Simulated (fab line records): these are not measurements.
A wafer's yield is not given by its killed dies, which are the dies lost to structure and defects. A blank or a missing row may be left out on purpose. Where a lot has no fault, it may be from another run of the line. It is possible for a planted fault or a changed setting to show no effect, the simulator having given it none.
Which tool was responsible?	flow berkeley-cmos170	Sampling: 14 lots, 42 wafers, 3 of 331 route steps

WHAT THE GAUGES READ, wafer by wafer
UCB170_ACTIVE_THK_MEAS_03. Usual: ACTIVE_OXIDE_THK gives 26.4 nm (standard deviation 0.52).
lot	measured	on	ACTIVE_OXIDE_THK (nm)	flag
L907	day 4 08:10	film-metro-04	25.6 26.1 25.6	
L910	day 4 23:31	film-metro-01	26.4 26.7 26.6	
L911	day 5 07:22	film-metro-02	25.3 25.8 25.5	
L913	day 5 07:23	film-metro-04	25.9 25.6 25.3	
L914	day 5 13:53	film-metro-01	26.6 26.2 26.3	
L915	day 6 09:21	film-metro-01	25.9 26.0 26.1	
L920	day 6 18:56	film-metro-04	26.3 26.7 26.8	
L921	day 7 01:46	film-metro-01	26.4 26.1 26.6	
L923	day 7 19:01	film-metro-02	27.2 26.8 26.1	
L925	day 8 02:07	film-metro-02	26.3 26.2 26.6	
L926	day 8 12:35	film-metro-04	26.3 26.6 26.3	
L927	day 8 22:54	film-metro-01	26.8 27.2 26.8	
L928	day 9 06:16	film-metro-04	26.8 27.3 27.0	
L930	day 9 15:56	film-metro-01	25.5 25.8 25.5	

UCB170_PFIELD_OVL_MEAS_06. Usual: PFIELD_OVL gives 0 nm (standard deviation 5.6).
lot	measured	on	PFIELD_OVL (nm)	flag
L907	day 4 20:04	overlay-01	13 7 2	
L910	day 5 10:59	overlay-01	2 7 -3	
L911	day 5 17:22	overlay-01	-3 3 -1	
L913	day 5 16:22	overlay-02	6 6 8	
L914	day 5 23:22	overlay-02	3 6 0	
L915	day 7 00:24	overlay-01	-4 7 -4	
L920	day 7 06:09	overlay-01	2 -7 -1	
L921	day 7 14:43	overlay-01	-4 3 1	
L923	day 8 07:22	overlay-02	5 -3 5	
L925	day 8 12:14	overlay-01	-1 -1 -4	
L926	day 9 04:00	overlay-01	6 1 1	
L927	day 9 10:38	overlay-01	-15 -12 -16	
L928	day 9 17:07	overlay-02	2 0 0	
L930	day 10 05:59	overlay-02	0 0 -1	

WHAT TOOL EACH LOT RAN ON (gives the tool, then ch and the chambers of the sampled wafers, and finally the start)
lot	UCB170_NWELL_STRIP_15
L907	plasma-asher-04 ch 0,1, day 2 13:35
L910	plasma-asher-04 ch 0,1, day 3 04:48
L911	plasma-asher-04 ch 0,1, day 3 11:57
L913	plasma-asher-04 ch 0,1, day 3 22:39
L914	plasma-asher-04 ch 0,1, day 3 22:49
L915	plasma-asher-03 ch 0,1, day 4 07:50
L920	plasma-asher-01 ch 0,1, day 4 20:52
L921	plasma-asher-03 ch 0,1, day 5 03:36
L923	plasma-asher-01 ch 0,1, day 5 16:08
L925	plasma-asher-03 ch 0,1, day 6 03:16
L926	plasma-asher-01 ch 0,1, day 6 10:16
L927	plasma-asher-04 ch 1, day 6 19:55
L928	plasma-asher-04 ch 0,1, day 7 03:52
L930	plasma-asher-03 ch 0,1, day 7 16:35
- UCB170_NWELL_STRIP_15: strips in O2.

WHAT THE TOOLS THEMSELVES READ (means of the sampled wafers that have a number; where no wafer has one, the mark that the record gives instead)
UCB170_NWELL_STRIP_15. Usual: drypump-motor-current-A 5.5 A, standard deviation 0.39; oes-product-au 0.721 a.u., standard deviation 0.0048; strip-time-to-endpoint-s 17.97 s, standard deviation 0.074.
lot	tool	drypump-motor-current-A (A)	oes-product-au (a.u.)	strip-time-to-endpoint-s (s)	flag
L907	plasma-asher-04	5.1	0.720	17.97	
L910	plasma-asher-04	5.2	0.722	17.97	
L911	plasma-asher-04	5.1	0.718	18.03	
L913	plasma-asher-04	5.1	0.719	17.89	
L914	plasma-asher-04	5.1	0.723	18.00	
L915	plasma-asher-03	5.8	0.717	18.06	
L920	plasma-asher-01	5.6	0.722	17.97	
L921	plasma-asher-03	5.7	0.722	17.96	
L923	plasma-asher-01	5.6	0.723	17.98	
L925	plasma-asher-03	5.7	0.719	17.97	
L926	plasma-asher-01	5.6	0.722	17.92	
L927	plasma-asher-04	5.3	0.718	17.98	
L928	plasma-asher-04	5.1	0.724	17.93	
L930	plasma-asher-03	5.7	0.721	17.90	

THE ANSWER, worked out from the rows above alone
Rule: lot off if the mean of its wafers having a number is beyond 3 standard deviations from the usual mean. Also off: a lot with no number at a reading for which 4 or more lots have one. Any other lot the step has rows for is counted as sound. First the gauges in route order, then the tools' own readings, where a lot's mean is used as printed above. The first step at which some lot is off is used, and at that step the reading that is off furthest; a lot without a number counts as furthest.
None of the lots is off at any reading shown; this tells nothing.

WHAT THE SIMULATOR HAD INSERTED
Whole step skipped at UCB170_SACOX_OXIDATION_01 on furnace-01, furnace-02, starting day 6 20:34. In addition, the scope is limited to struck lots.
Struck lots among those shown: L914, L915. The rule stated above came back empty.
